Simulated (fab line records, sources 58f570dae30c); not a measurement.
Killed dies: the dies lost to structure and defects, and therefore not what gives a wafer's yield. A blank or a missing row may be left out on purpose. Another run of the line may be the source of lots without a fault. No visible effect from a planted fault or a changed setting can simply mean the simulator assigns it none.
fab line records    flow berkeley_cmos170
record lots=6  wafers=18  last_day=12
route steps=331 shown SACOX@97 SCREENOX@100 NVT@104
lots that met no fault: from a run of the same line without faults
start_h: hours from the record's first day to the start of the lot's first wafer shown    wait_h: hours elapsed since this lot's preceding step    " as in the row above    L1.1+2: several wafers, shown together as one row    - no value, or no start was given    * or withheld: withheld    < > ~ a bound
route shown NAME@n: a module of which the file shows steps, and the number in the route of the first    usual: mean/standard deviation of fault-free wafers    same: alike in all rows    chamber/n: place in a boat    sites: each site's reading    _std_site: standard deviation across them    _edge_site: inner sites' mean taken away from outer sites' mean    radius_mm: how far each site lies from the wafer's centre    mask NAME#n: copy n    behind: the most recent tool/chamber to have shaped the wafer    hold: why the lot went on hold/how many hours it stayed there/how the hold came to an end    device: whichever transistor did not switch (one of n, p or np)    end of line: the route-end tests of the same wafers    a step given without rows: its recipe and nothing more    killed: the dies lost at the first sort to structure and to defects; this is not the yield of the wafer    map: a wafer's dies, x killed, . not, _ none there
set.NAME: the setting the step ran with; set.NAME@STEP: the setting that earlier step ran with    model.NAME: the simulator's own value behind a step, which no gauge read
certain route steps with their lots: each step a table, each wafer a row
## steps
# step UCB170_SACOX_CLEAN_00
# recipe chemistry=dHF  dilution=25:1  time_s=7.5
# step UCB170_SACOX_OXIDATION_01
# recipe temp_c=900  ambient=O2  target_thk_a=144  ox_time_s=2400
# step UCB170_SACOX_THK_MEAS_02
# recipe reads=SiO2_of_SACOX_OXIDATION_01
# usual SACOX_OXIDE_THK=14.50/0.27
lot.wafer  tool           chamber  start_h  wait_h  SACOX_OXIDE_THK[nm]
L828.3     film_metro-02  -        131.97   0.0     14.59
L828.5     "              -        "        "       14.23
L828.6     "              -        "        "       14.57
L838.2     film_metro-01  -        184.86   0.0     13.71
L838.4     "              -        "        "       13.53
L838.5     "              -        "        "       13.81
L846.1     film_metro-03  -        226.75   0.0     14.57
L846.4     "              -        "        "       14.82
L846.6     "              -        "        "       14.43
L847.1     film_metro-01  -        226.75   0.0     13.98
L847.2     "              -        "        "       14.28
L847.4     "              -        "        "       14.13
L848.4     film_metro-02  -        226.78   0.0     14.68
L848.5     "              -        "        "       14.56
L848.6     "              -        "        "       14.69
L844.1     film_metro-03  -        235.08   0.0     14.93
L844.3     "              -        "        "       15.03
L844.5     "              -        "        "       14.78
# step UCB170_SCREENOX_WET_ETCH_00
# recipe chemistry=dHF  dilution=25:1  target=SiO2  temp_c=25  time_s=200
# step UCB170_SCREENOX_OXIDATION_01
# recipe temp_c=900  ambient=O2  target_thk_a=144  ox_time_s=2400
# step UCB170_SCREENOX_THK_MEAS_02
# recipe reads=SiO2_of_SCREENOX_OXIDATION_01
# usual SCREENOX_OXIDE_THK=14.5/0.31
lot.wafer  tool           chamber  start_h  wait_h  SCREENOX_OXIDE_THK[nm]
L828.3     film_metro-01  -        136.52   0.1     14.6
L828.5     "              -        "        "       14.6
L828.6     "              -        "        "       14.5
L838.2     film_metro-02  -        189.46   0.0     14.7
L838.4     "              -        "        "       14.8
L838.5     "              -        "        "       14.9
L847.1     film_metro-04  -        233.42   0.0     14.9
L847.2     "              -        "        "       14.9
L847.4     "              -        "        "       15.0
L848.4     film_metro-01  -        233.45   0.0     14.9
L848.5     "              -        "        "       14.7
L848.6     "              -        "        "       15.0
L846.1     film_metro-04  -        233.48   0.1     15.0
L846.4     "              -        "        "       14.9
L846.6     "              -        "        "       14.9
L844.1     film_metro-04  -        242.22   0.0     13.9
L844.3     "              -        "        "       14.1
L844.5     "              -        "        "       14.2
# step UCB170_SCREENOX_ANNEAL_03
# recipe temp_c=900  time_s=900  ambient=N2
# step UCB170_NVT_HMDS_00
# recipe prime_time_s=60  prime_temp_c=100
# step UCB170_NVT_COAT_01
# recipe resist=KrF  spin_rpm=1500  resist_thk_nm=900
# step UCB170_NVT_SOFTBAKE_02
# recipe resist=KrF  temp_c=130  time_s=60
# step UCB170_NVT_EXPOSE_03
# recipe mask_id=PWELL  target_cd_nm=3000  na=0.5  sigma_outer=0.6  source_shape=conventional  dose_mj=30
# step UCB170_NVT_PEB_04
# recipe peb_temp_c=130  peb_time_s=withheld  resist=KrF
# step UCB170_NVT_DEVELOP_05
# recipe developer=TMAH  develop_time_s=45  resist=KrF  dev_temp_c=21
# usual chill_plate_temp_C=23.00/0.1  develop_time_s=45/0
lot.wafer  tool            chamber  start_h  wait_h  chill_plate_temp_C  develop_time_s  model.KrF_of_NVT_COAT_01.thk_nm
L828.3     litho_track-02  0        142      -       23.00               45              887
L828.5     "               0        "        "       23.10               45              887.7
L828.6     "               0        "        "       23.06               45              887.1
L838.2     litho_track-02  0        193      -       22.95               45              887.1
L838.4     "               0        "        "       22.93               45              886.7
L838.5     "               0        "        "       23.03               45              888.3
L847.1     litho_track-03  0        241      -       22.86               45              884.6
L847.2     "               0        "        "       23.10               45              883.6
L847.4     "               0        "        "       23.13               45              882.1
L846.1     litho_track-02  -        242      -       -                   -               897.9
L846.4     "               -        "        "       -                   -               897.3
L846.6     "               -        "        "       -                   -               896.9
L848.4     litho_track-04  0        242      -       22.88               45              883
L848.5     "               0        "        "       23.06               45              885.3
L848.6     "               0        "        "       23.12               45              886.4
L844.1     litho_track-03  -        248      -       -                   -               898.8
L844.3     "               -        "        "       -                   -               900.1
L844.5     "               -        "        "       -                   -               899
# step UCB170_NVT_OVL_MEAS_06
# usual NVT_OVL=4/5.2
lot.wafer  tool        chamber  start_h  wait_h  NVT_OVL[nm]
L828.3     overlay-02  -        142.35   -       7
L828.5     "           -        "        "       11
L828.6     "           -        "        "       7
L838.2     overlay-02  -        193.30   -       0
L838.4     "           -        "        "       -4
L838.5     "           -        "        "       -7
L847.1     overlay-01  -        241.82   -       1
L847.2     "           -        "        "       9
L847.4     "           -        "        "       4
L846.1     overlay-01  -        242.42   -       -
L846.4     "           -        "        "       -
L846.6     "           -        "        "       -
L848.4     overlay-02  -        242.88   -       4
L848.5     "           -        "        "       2
L848.6     "           -        "        "       8
L844.1     overlay-02  -        248.32   -       -
L844.3     "           -        "        "       -
L844.5     "           -        "        "       -
## key
first_sign step=UCB170_NVT_DEVELOP_05  reading=tool_record  direction=missing
effect none on later readings
model_effect step=UCB170_NVT_DEVELOP_05  value=KrF_of_NVT_COAT_01.thk_nm  without=884.1  struck=898.3
met_at UCB170_NVT_DEVELOP_05
struck_wafers L844.1,L844.3,L844.5,L846.1,L846.4,L846.6
rows_end L846.1,L846.4,L846.6
sort_left_out L844.1,L844.3,L844.5
tester_left_out L844
fault kind=skipped_step_whole  tool=litho_track-02,litho_track-03  chamber=-  onset_h=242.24  steps=UCB170_NVT_DEVELOP_05  scope=struck_lots_only
# tester_left_out: of these lots the tester's yield and bins aren't shown, on N5 and GAA mostly nor the transistor test; their killed dies are dies lost to structure and defects alone, not to doping, threshold or leakage, so they don't give the yield
# sort_left_out: the simulated sort isn't trusted on such a fault, so these wafers' sort isn't shown, and their yield isn't known
# rows_end: these wafers met a further fault down the route, and their rows from its step on are left out
